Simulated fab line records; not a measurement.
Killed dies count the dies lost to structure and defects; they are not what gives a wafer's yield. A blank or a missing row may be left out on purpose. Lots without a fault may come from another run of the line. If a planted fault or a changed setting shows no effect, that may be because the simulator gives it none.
Comparing a struck lot with a sound one | flow berkeley_cmos170 | 14 out of 331 route steps
Sound: the wafers L572.2, L572.3, L572.6. Wafers L562.1, L562.2, L562.3 were the ones struck. Last of all comes the cause.
Order at every step that has rows: each side's tool, ch and its chambers, its first start. Under that, the readings that differ: sound wafers | struck wafers | difference of the means | sigmas: that difference in standard deviations of wafers without a fault.
alike: words and numbers the same on both sides, and readings whose means are apart by under 2 such deviations; not compared: readings that were withheld, readings missing a value for some wafer, numbers with overlapping values and no deviation given by the record, and bounds like >300 which may hide the same value.
The two part at a step that has a row with sigmas, a row that says differs or no value, or rows on one side only. Non-overlapping numbers with no deviation appear without sigmas and do not part them. A reading that every wafer of one side lacks parts them only if that side has two wafers or more.

UCB170_M2_STRIP_07: strips in O2.
  sound on plasma_asher-03 ch 0,1, day 12 04:37; struck on plasma_asher-02 ch 0,1, day 10 07:37
  reading                        | sound          | struck         | difference | sigmas
  chamber_pressure_mTorr (mTorr) | 3497 3523 3500 | 3497 3499 3501 | -8         | -2
  alike: drypump_motor_current_A, oes_product_au, strip_time_to_endpoint_s
  not compared: rf_hours_counter_h
then, 7 steps without rows for these wafers: UCB170_M2_STRIP_08 (strips KrF in DMSO, time 600 s); UCB170_M2_COAT_09; UCB170_M2_COAT_10 (resist thk 900 nm); UCB170_M2_SOFTBAKE_11 (time 60 s); UCB170_M2_EXPOSE_12 (exposes mask METAL2, target cd 700 nm); UCB170_M2_PEB_13; UCB170_M2_DEVELOP_14 (develop time 45 s).
UCB170_M2_CD_MEAS_15 targets a cd of 700 nm.
  sound on cd_sem-02 at day 12 06:05; struck on cd_sem-02 at day 10 08:56
  alike: cd_nm
UCB170_M2_OVL_MEAS_16:
  sound on overlay-01 at day 12 06:11; struck on overlay-01 at day 10 09:03
  alike: M2_OVL
UCB170_M2_ETCH_17: etches BARC in N2/H2.
  sound on rie_diel-03 ch 1,2,3, day 12 06:13; struck on rie_diel-04 ch 1,2,3, day 10 09:05
  alike: drypump_motor_current_A, n2_flow_sccm, oes_product_au, throttle_valve_pct
UCB170_M2_METAL_ETCH_18: etches Al in Cl2/BCl3, stops on SiO2, target depth 1170 nm, time 195 s.
  sound on rie_metal-02 ch 0,1, day 12 06:16; struck on rie_metal-02 ch 0,1, day 10 09:08
  alike: drypump_motor_current_A, he_backside_leak_sccm, oes_product_au, throttle_valve_pct
  not compared: rf_hours_counter_h
UCB170_M2_STRIP_19: strips in O2.
  sound on plasma_asher-02 ch 0, day 12 06:27; struck on plasma_asher-02 ch 0,1, day 10 09:19
  no value came back on the struck wafers for chamber_pressure_mTorr (mTorr), drypump_motor_current_A (A), oes_product_au (a.u.); on the sound wafers chamber_pressure_mTorr (mTorr) reads 3500.1 3499.0 3499.0
  reading                             | sound | struck            | difference | sigmas
  model.KrF_of_M2_COAT_10.thk_nm (nm) | 0 0 0 | 231.9 219.9 219.7 | +223.8     |
  not compared: rf_hours_counter_h
UCB170_M2_CD_MEAS_90 targets a cd of 700 nm.
  sound on cd_sem-01 at day 12 06:34; struck on cd_sem-02 at day 10 09:25
  alike: cd_nm

## WHERE THEY PART
At UCB170_M2_STRIP_07 first; at UCB170_M2_STRIP_19 last (within this record only). Later steps at which nothing parts them and some readings are alike: UCB170_M2_CD_MEAS_90.

WHY: whatever the simulator had introduced
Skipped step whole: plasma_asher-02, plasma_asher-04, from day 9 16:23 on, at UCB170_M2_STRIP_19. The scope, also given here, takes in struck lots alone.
